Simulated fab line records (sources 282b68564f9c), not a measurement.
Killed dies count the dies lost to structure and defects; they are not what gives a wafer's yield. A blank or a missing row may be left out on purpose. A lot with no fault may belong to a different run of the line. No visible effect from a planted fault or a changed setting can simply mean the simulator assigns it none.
Which tool did it? :: flow rit_cmos :: 11 lots, 33 wafers sampled, at 1 step of a route of 202

## WHAT EACH GAUGE READ, for each wafer
The record lacks any reading of a measuring or inspecting step that a usual standard deviation could be used to judge.

## WHAT TOOL EACH LOT RAN ON (gives the tool, then ch and the chambers of the sampled wafers, and finally the start)
lot: L763
RIT_ACTIVE_HARDBAKE_12: litho_track-02 ch 0, day 1 14:43

lot: L764
RIT_ACTIVE_HARDBAKE_12: litho_track-01 ch 0, day 1 21:08

lot: L765
RIT_ACTIVE_HARDBAKE_12: litho_track-02 ch 0, day 2 02:29

lot: L766
RIT_ACTIVE_HARDBAKE_12: litho_track-03 ch 0, day 2 05:36

lot: L769
RIT_ACTIVE_HARDBAKE_12: litho_track-03 ch 0, day 2 22:01

lot: L770
RIT_ACTIVE_HARDBAKE_12: litho_track-03 ch 0, day 3 03:56

lot: L772
RIT_ACTIVE_HARDBAKE_12: litho_track-01 ch 0, day 3 12:21

lot: L774
RIT_ACTIVE_HARDBAKE_12: litho_track-03 ch 0, day 3 21:43

lot: L781
RIT_ACTIVE_HARDBAKE_12: litho_track-02 ch 0, day 5 08:45

lot: L784
RIT_ACTIVE_HARDBAKE_12: litho_track-02 ch 0, day 5 23:41

lot: L786
RIT_ACTIVE_HARDBAKE_12: litho_track-03 ch 0, day 6 10:01
- RIT_ACTIVE_HARDBAKE_12: time 60 s.

## WHAT THE TOOLS THEMSELVES READ (means of the sampled wafers that have a number; where no wafer has one, the mark that the record gives instead)
RIT_ACTIVE_HARDBAKE_12. Usual: heater_power_total_W 62.55 W, standard deviation 0.045; plate_temp_C 139.98 C, standard deviation 0.16.
lot: L763
tool: litho_track-02
heater_power_total_W (W): 62.55
plate_temp_C (C): 139.84
flag: 

lot: L764
tool: litho_track-01
heater_power_total_W (W): 62.50
plate_temp_C (C): 140.04
flag: 

lot: L765
tool: litho_track-02
heater_power_total_W (W): 62.61
plate_temp_C (C): 140.18
flag: 

lot: L766
tool: litho_track-03
heater_power_total_W (W): 62.58
plate_temp_C (C): 140.07
flag: 

lot: L769
tool: litho_track-03
heater_power_total_W (W): 62.50
plate_temp_C (C): 140.06
flag: 

lot: L770
tool: litho_track-03
heater_power_total_W (W): 69.15
plate_temp_C (C): 151.33
flag: OFF

lot: L772
tool: litho_track-01
heater_power_total_W (W): 62.57
plate_temp_C (C): 139.97
flag: 

lot: L774
tool: litho_track-03
heater_power_total_W (W): 69.17
plate_temp_C (C): 151.45
flag: OFF

lot: L781
tool: litho_track-02
heater_power_total_W (W): 62.58
plate_temp_C (C): 139.99
flag: 

lot: L784
tool: litho_track-02
heater_power_total_W (W): 62.52
plate_temp_C (C): 140.00
flag: 

lot: L786
tool: litho_track-03
heater_power_total_W (W): 62.55
plate_temp_C (C): 139.71
flag: 

## THE ANSWER, worked out from the rows above alone
Rule: take the mean of a lot's wafers that have a number; if it is more than 3 standard deviations from the usual mean, the lot is off. A lot without any number at a reading at which 4 lots or more have one is off too. All remaining lots with rows at the step are treated as sound. Order of review: gauges by route order, followed by the tools' own readings, for which a lot's mean as printed above is used. At the first step where some lot is off, the reading lying furthest off is the one used; lots without a number count as furthest.
Off: L770, L774 (RIT_ACTIVE_HARDBAKE_12, heater_power_total_W).
If a tool, at that step or one of the process steps before it, ran each lot that is off and ran no sound lot following the first of them, it fits. No candidate that was tried fits.

## WHAT THE SIMULATOR HAD INSERTED
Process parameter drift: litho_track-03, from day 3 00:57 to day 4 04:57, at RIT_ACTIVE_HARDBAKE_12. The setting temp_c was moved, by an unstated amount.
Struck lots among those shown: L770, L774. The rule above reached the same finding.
